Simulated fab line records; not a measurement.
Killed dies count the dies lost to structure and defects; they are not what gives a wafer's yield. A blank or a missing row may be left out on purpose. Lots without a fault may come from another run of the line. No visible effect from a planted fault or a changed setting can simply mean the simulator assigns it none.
fab line records | flow rit-cmos
record: lots: 6 wafers: 18 last-day: 7
route steps=202 shown GATE@93 REOX@98 NLDD@103 M1@202
lots that met no fault: from a run of the same line without faults
start-h: hours from the record's opening day to when the first of the lot's shown wafers began | wait-h: time in hours since the lot's previous step | " repeats the value in the row above | L1.1+2: one row covering several wafers at once | - no value, or no start given | * or withheld: withheld | < > ~ a bound
route shown NAME@n: names a module that has steps shown in the file, with the first one's number in the route | usual: mean/standard deviation of fault-free wafers | same: alike in all rows | chamber/n: place in a boat | sites: readings site by site | _std_site: standard deviation of those values | _edge_site: mean of outer sites minus mean of inner sites | radius-mm: for every site, how far away it sits from the centre of the wafer | mask NAME#n: copy n | behind: the last tool/chamber to shape the wafer | hold: why the lot was held/for how many hours/how that ended | device: the transistor (n, p or np) that didn't switch | end of line: tests of these same wafers at the route's end | where a step has no rows: the recipe by itself | killed: not the wafer's yield, but the dies lost to structure and defects at the first sort | map: a wafer's dies, x killed, . not, _ none there
set.NAME: the setting the step ran with; set.NAME@STEP: the setting that earlier step ran with | model.NAME: the simulator's own value behind a step, which no gauge read
a table for each step, a row for each wafer; lots at some steps of the route
services: a tool's chamber out of use, with start hour (start-h, from the record's first day; less than 0 if before it), hours out, and reason
== steps ==
step: RIT_GATE_OVL_MEAS_17
usual: GATE_OVL: -1.2/1.4
columns lot.wafer tool chamber start-h wait-h GATE_OVL[nm]
L138.1 overlay-02 - 37.33 0.1 0.7
L138.2 " - " " -0.4
L138.5 " - " " -0.1
L146.3 overlay-01 - 75.70 0.1 0.1
L146.4 " - " " -0.9
L146.6 " - " " 1.0
L153.1 overlay-01 - 113.12 0.1 -0.9
L153.2 " - " " -1.1
L153.4 " - " " -0.2
L156.2 overlay-02 - 126.31 0.1 -2.1
L156.3 " - " " -1.8
L156.6 " - " " -3.9
L157.1 overlay-01 - 132.43 0.1 0.9
L157.4 " - " " -0.2
L157.6 " - " " -0.3
L161.1 overlay-02 - 152.14 0.1 0.5
L161.3 " - " " -0.5
L161.5 " - " " 1.0
step: RIT_GATE_HARDBAKE_18
recipe: resist: NOVOLAK temp-c: 140 time-s: 60
step: RIT_GATE_ETCH_19
recipe: chemistry: SF6/CHF3/O2 time-s: 165 SF6_flow_sccm: 30 CHF3_flow_sccm: 30 O2_flow_sccm: 5 target: poly-Si pressure-mtorr: 40 rf-w: 160 target-depth-a: 3125 over-etch-frac: 0.25 stop-on: SiO2
usual: O2_flow_sccm: 5.000/0.016 drypump-motor-current-A: 5.7/0.67 oes-product-au: 0.842/0.011 throttle-valve-pct: 10.22/0.17
columns lot.wafer tool chamber start-h wait-h O2_flow_sccm drypump-motor-current-A oes-product-au rf-hours-counter-h throttle-valve-pct
L138.1 rie-si-01 1 37.51 0.1 4.985 5.5 0.847 143 10.20
L138.2 " 3 " " 4.991 6.0 0.852 1 10.22
L138.5 " 1 " " 4.993 5.5 0.840 - 10.20
L146.3 rie-si-01 1 75.87 0.1 4.995 5.5 0.832 143 10.20
L146.4 " 3 " " 5.008 6.0 0.842 1 10.21
L146.6 " 0 " " 4.994 6.3 0.849 - 10.44
L153.1 rie-si-02 2 113.30 0.1 5.032 4.7 0.835 93 10.09
L153.2 " 3 " " 5.013 6.8 0.847 84 10.20
L153.4 " 0 " " 5.019 6.1 0.839 24 10.00
L156.2 rie-si-01 2 126.49 0.1 4.986 5.2 0.824 0 10.07
L156.3 " 1 " " 5.008 5.5 0.817 144 10.20
L156.6 " 2 " " 4.982 5.2 0.828 - 10.08
L157.1 rie-si-02 1 132.71 0.1 5.002 4.8 0.843 144 10.56
L157.4 " 3 " " 5.003 6.8 0.855 84 10.18
L157.6 " 1 " " 4.992 4.7 0.830 - 10.54
L161.1 rie-si-02 2 152.32 0.1 5.014 4.7 0.834 93 10.11
L161.3 " 0 " " 5.013 6.1 0.853 25 10.02
L161.5 " 0 " " 5.016 6.1 0.839 - 10.02
step: RIT_GATE_STRIP_20
recipe: chemistry: O2 time-s: 180 resist: NOVOLAK platen-temp-c: withheld power-w: 500 pressure-mtorr: 4000 o2-flow-sccm: 4000
usual: drypump-motor-current-A: 5.7/0.49
columns lot.wafer tool chamber start-h wait-h drypump-motor-current-A rf-hours-counter-h
L138.1 plasma-asher-04 1 37.62 0.1 5.4 25
L138.2 " 0 " " 6.0 25
L138.5 " 0 " " 6.1 -
L146.3 plasma-asher-02 1 76.04 0.1 6.2 -
L146.4 " 0 " " 5.2 -
L146.6 " 1 " " 6.2 -
L153.1 plasma-asher-03 1 113.41 0.1 6.1 44
L153.2 " 0 " " 5.0 44
L153.4 " 1 " " 6.1 -
L156.2 plasma-asher-02 1 126.60 0.1 6.2 1
L156.3 " 0 " " 5.2 -
L156.6 " 1 " " 6.2 -
L157.1 plasma-asher-04 0 132.81 0.1 6.0 36
L157.4 " 0 " " 6.0 -
L157.6 " 1 " " 5.4 -
L161.1 plasma-asher-04 0 152.43 0.1 6.1 38
L161.3 " 1 " " 5.4 -
L161.5 " 1 " " 5.4 -
step: RIT_GATE_CD_MEAS_90
recipe: target-cd-nm: 150
usual: cd-nm: 149.6/2.5
columns lot.wafer tool chamber start-h wait-h cd-nm
L138.1 cd-sem-01 - 40.26 2.6 151.2
L138.2 " - " " 153.7
L138.5 " - " " 151.3
L146.3 cd-sem-01 - 76.20 0.1 146.2
L146.4 " - " " 147.9
L146.6 " - " " 144.0
L153.1 cd-sem-01 - 113.59 0.1 150.5
L153.2 " - " " 149.4
L153.4 " - " " 151.2
L156.2 cd-sem-02 - 126.80 0.1 146.9
L156.3 " - " " 150.0
L156.6 " - " " 150.3
L157.1 cd-sem-01 - 132.99 0.1 152.7
L157.4 " - " " 151.7
L157.6 " - " " 153.8
L161.1 cd-sem-02 - 152.61 0.1 147.8
L161.3 " - " " 149.0
L161.5 " - " " 149.1
step: RIT_REOX_CLEAN_00
recipe: chemistry: SC1 mix: 3:3:50 time-s: 600 temp-c: 75
step: RIT_REOX_CLEAN_01
recipe: chemistry: dHF dilution: 50:1 time-s: 30
step: RIT_REOX_CLEAN_02
recipe: chemistry: SC2 mix: 3:3:50 time-s: 600 temp-c: 75 dry: n2-spin
step: RIT_REOX_OXIDATION_03
recipe: temp-c: 900 ambient: O2 target-thk-a: 252 ox-time-s: 5310
step: RIT_REOX_THK_MEAS_04
recipe: reads: SiO2_of_REOX_OXIDATION_03
usual: REOX_OXIDE_THK: 24.4/0.5
columns lot.wafer tool chamber start-h wait-h REOX_OXIDE_THK[nm]
L138.1 film-metro-01 - 43.33 0.0 24.7
L138.2 " - " " 25.0
L138.5 " - " " 24.9
L146.3 film-metro-04 - 79.50 0.0 24.1
L146.4 " - " " 24.5
L146.6 " - " " 24.2
L153.1 film-metro-03 - 116.62 0.0 24.2
L153.2 " - " " 23.5
L153.4 " - " " 24.2
L156.2 film-metro-03 - 129.85 0.0 23.4
L156.3 " - " " 23.6
L156.6 " - " " 23.6
L157.1 film-metro-03 - 136.03 0.0 24.9
L157.4 " - " " 25.2
L157.6 " - " " 24.7
L161.1 film-metro-04 - 155.66 0.0 24.3
L161.3 " - " " 24.4
L161.5 " - " " 24.3
step: RIT_NLDD_HMDS_00
recipe: prime-time-s: 60 prime-temp-c: 140
step: RIT_NLDD_COAT_01
recipe: resist: NOVOLAK spin-rpm: 3250 resist-thk-nm: 1000
step: RIT_NLDD_SOFTBAKE_02
recipe: resist: NOVOLAK temp-c: 90 time-s: 60
usual: heater-power-total-W: 34.57/0.048 plate-temp-C: 89.98/0.12
columns lot.wafer tool chamber start-h wait-h heater-power-total-W plate-temp-C
L138.1 litho-track-02 0 43.69 0.1 34.58 89.90
L138.2 " 0 " " 34.57 89.99
L138.5 " 0 " " 34.56 90.00
L146.3 litho-track-01 0 79.92 0.1 34.56 90.05
L146.4 " 0 " " 34.62 90.08
L146.6 " 0 " " 34.57 90.04
L153.1 litho-track-02 0 116.98 0.1 34.28 89.65
L153.2 " 0 " " 34.26 89.54
L153.4 " 0 " " 34.26 89.78
L156.2 litho-track-02 0 130.23 0.1 34.24 89.43
L156.3 " 0 " " 34.32 89.40
L156.6 " 0 " " 34.26 89.45
L157.1 litho-track-03 0 136.41 0.1 34.61 89.90
L157.4 " 0 " " 34.60 89.78
L157.6 " 0 " " 34.59 89.73
L161.1 litho-track-03 0 156.02 0.1 34.63 89.79
L161.3 " 0 " " 34.61 90.07
L161.5 " 0 " " 34.64 90.14
step: RIT_NLDD_EXPOSE_03
recipe: mask-id: M7 na: 0.57 target-cd-nm: 40700 dose-mj: 250
step: RIT_M1_PROBE_99
usual: killed-at-contacts: 0.1/0.36 killed-at-front-end: 7.2/2.9 killed-dies: 7.4/2.9 killed-open: 3.8/2 killed-short: 3.5/2
same: gross-dies: 264 killed_at_M0_to_M3: 0 killed_at_M4_up: 0 killed-at-back-side: 0 killed-at-other: 0
columns lot.wafer tool chamber start-h wait-h killed-at-contacts killed-at-front-end killed-dies killed-open killed-short
L146.3 prober-02 - 97.04 0.2 0 10 10 6 4
L146.4 prober-02 - 97.09 0.2 1 10 11 8 3
L146.6 prober-02 - 97.19 0.2 0 6 6 5 1
L156.2 prober-01 - 147.16 0.1 0 4 4 3 1
L156.3 prober-01 - 147.21 0.2 0 9 9 5 3
L156.6 prober-01 - 147.36 0.2 1 11 12 5 7
killed by level:class
L146.3 SPACER:geometric-particle:open=3 GATE:geometric-particle:open=2 SPACER:geometric-particle:short=2 FOX1:geometric-particle:short=1 REOX:geometric-particle:open=1 REOX:geometric-particle:short=1
L146.4 GATE:geometric-particle:open=6 FOX1:geometric-particle:open=1 GATE:geometric-particle:short=1 REOX:geometric-particle:short=1 SILICIDE:geometric-particle:open=1 CONTACT:geometric-particle:short=1
L146.6 SPACER:geometric-particle:open=2 SILICIDE:geometric-particle:open=2 FOX2:geometric-particle:open=1 REOX:geometric-particle:short=1
L156.2 GATE:geometric-particle:open=3 SILICIDE:geometric-particle:short=1
L156.3 GATE:geometric-particle:open=3 GATE:geometric-particle:short=2 FOX1:geometric-particle:open=1 FOX2:geometric-particle:short=1 FOX2:geometric-particle:open=1 NLDD:coat-microbubble-printed=1
L156.6 FOX2:geometric-particle:short=2 GATE:geometric-particle:short=2 REOX:geometric-particle:open=2 REOX:geometric-particle:short=2 FOX2:geometric-particle:open=1 GATE:geometric-particle:open=1 SPACER:geometric-particle:open=1 CONTACT:geometric-particle:short=1
== services ==
columns tool chamber start-h hours kind
plasma-asher-03 - 32.97 16.7 repair
plasma-asher-04 - 46.32 3.4 repair
plasma-asher-03 - 62.75 3.1 repair
plasma-asher-03 - 66.82 15.6 pm
rie-si-01 0 67.39 0.9 repair
rie-si-01 2 82.81 - clean
rie-si-01 2 82.81 15.3 scheduled-down
rie-si-01 2 82.81 15.3 vent-cycle
rie-si-02 1 106.46 2.9 repair
plasma-asher-02 - 107.56 3.9 repair
plasma-asher-04 - 108.75 1.5 repair
plasma-asher-02 - 111.42 9.0 pm
plasma-asher-02 0 111.42 9.0 vent-cycle
plasma-asher-02 1 111.42 9.0 vent-cycle
plasma-asher-02 0 120.42 - clean
plasma-asher-02 1 120.42 - clean
rie-si-02 2 138.31 3.5 repair
rie-si-02 1 141.82 - clean
rie-si-02 1 141.82 18.2 scheduled-down
rie-si-02 1 141.82 18.2 vent-cycle
rie-si-01 1 143.67 - clean
rie-si-01 1 143.67 20.2 scheduled-down
rie-si-01 1 143.67 20.2 vent-cycle
== key ==
first-sign: step: RIT_NLDD_SOFTBAKE_02 reading: heater-power-total-W direction: down sigmas: 6.2 usual: 34.57 struck: 34.27
effect: step: RIT_NLDD_SOFTBAKE_02 reading: plate-temp-C direction: down sigmas: 3.5 usual: * struck: *
met-at RIT_NLDD_SOFTBAKE_02
struck-wafers L153.1,L153.2,L153.4,L156.2,L156.3,L156.6
tester-left-out L153,L156
onset-between 43.69 116.98
fault: kind: process-parameter-drift tool: litho-track-02 chamber: - onset-h: 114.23 steps: RIT_NLDD_SOFTBAKE_02 channel: temp-c offset: * shape: step end-h: 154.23 acts-in: * stated: *
tester-left-out: of these lots the tester's yield and bins aren't shown, on N5 and GAA mostly nor the transistor test; their killed dies are dies lost to structure and defects alone, not to doping, threshold or leakage, so they don't give the yield
